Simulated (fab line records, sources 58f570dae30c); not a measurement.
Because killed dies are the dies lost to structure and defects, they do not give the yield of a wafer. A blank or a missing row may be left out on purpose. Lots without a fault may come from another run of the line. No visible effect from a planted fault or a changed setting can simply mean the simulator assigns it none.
Which of the tools did it? -- flow berkeleyCmos170 -- route of 331 steps, sampled at 1 step: 7 lots, 21 wafers

WHAT THE GAUGES READ, wafer by wafer
UCB170_START_BOW_MEAS_00.
lot,measured,on,INCOMING_BOW (um)
L113,day 1 15:00,filmMetro-02,9 5 10
L116,day 2 06:00,filmMetro-03,6 3 -9
L118,day 2 16:00,filmMetro-02,6 4 0
L122,day 3 12:04,filmMetro-03,-4 -6 0
L129,day 4 23:02,filmMetro-02,-3 6 17
L132,day 5 14:01,filmMetro-01,10 2 11
L135,day 6 05:04,filmMetro-01,-2 -6 5

EACH LOT AND THE TOOL THAT RAN IT (in order: tool; ch and the chambers of the sampled wafers; start)
There is no process step in the record ahead of these readings.

THE ANSWER, worked out from the rows above alone
Rule: what is usual is taken from the lots themselves. The widest of any qualifying gaps counts: lots, ordered by their means at a reading, are off when they make up no more than a third of the lots, leave a main group of 4 or more, and stand apart from it by 3 or more times the standard deviation of that group's means. If all means in a main group match to the digits the tables above print for the reading, that group is not used. A lot without any number at a reading at which 4 lots or more have one is off too. Any other lot the step has rows for is counted as sound.
None of the lots is off at any reading shown; this tells nothing.

WHAT WAS PUT IN BY THE SIMULATOR
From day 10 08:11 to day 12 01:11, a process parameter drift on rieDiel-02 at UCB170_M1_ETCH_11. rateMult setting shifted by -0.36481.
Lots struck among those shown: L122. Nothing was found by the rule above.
